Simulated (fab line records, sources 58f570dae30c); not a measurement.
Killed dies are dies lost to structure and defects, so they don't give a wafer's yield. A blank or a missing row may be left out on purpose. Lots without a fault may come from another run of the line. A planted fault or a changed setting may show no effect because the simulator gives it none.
Which tool did it? | flow berkeley_cmos170 | 7 lots, 21 wafers sampled, at 1 step of a route of 331

WHAT THE GAUGES READ, wafer by wafer
UCB170_PVT_OVL_MEAS_06.
lot  | measured     | on         | PVT_OVL (nm)
L220 | day 7 07:12  | overlay-01 | 4 7 4
L219 | day 7 10:07  | overlay-01 | -6 -12 -4
L227 | day 8 21:53  | overlay-02 | -11 -12 -4
L229 | day 8 22:22  | overlay-01 | -3 2 -8
L231 | day 10 03:53 | overlay-02 | 4 -3 3
L233 | day 10 04:04 | overlay-02 | -12 -9 -2
L235 | day 10 14:35 | overlay-02 | -5 -6 -7

WHICH TOOL RAN EACH LOT (tool, then ch and the chambers of the sampled wafers, then the start)
The record holds no process step before these readings.

THE ANSWER, worked out from the rows above alone
Rule: what is usual is taken from the lots themselves. Put in order of their means at a reading, lots are off if they are a third of the lots or fewer, leave a main group of 4 or more, and stand apart from it by a gap of 3 or more times the standard deviation of the main group's means; of several such gaps the widest counts. A main group whose means are all the same, to the digits that the tables above print for the reading, isn't used. A lot without any number at a reading at which 4 lots or more have one is off too. The other lots that the step has rows for count as sound.
No lot is off at any reading shown: from this, nothing can be told.

WHAT THE SIMULATOR HAD PUT IN
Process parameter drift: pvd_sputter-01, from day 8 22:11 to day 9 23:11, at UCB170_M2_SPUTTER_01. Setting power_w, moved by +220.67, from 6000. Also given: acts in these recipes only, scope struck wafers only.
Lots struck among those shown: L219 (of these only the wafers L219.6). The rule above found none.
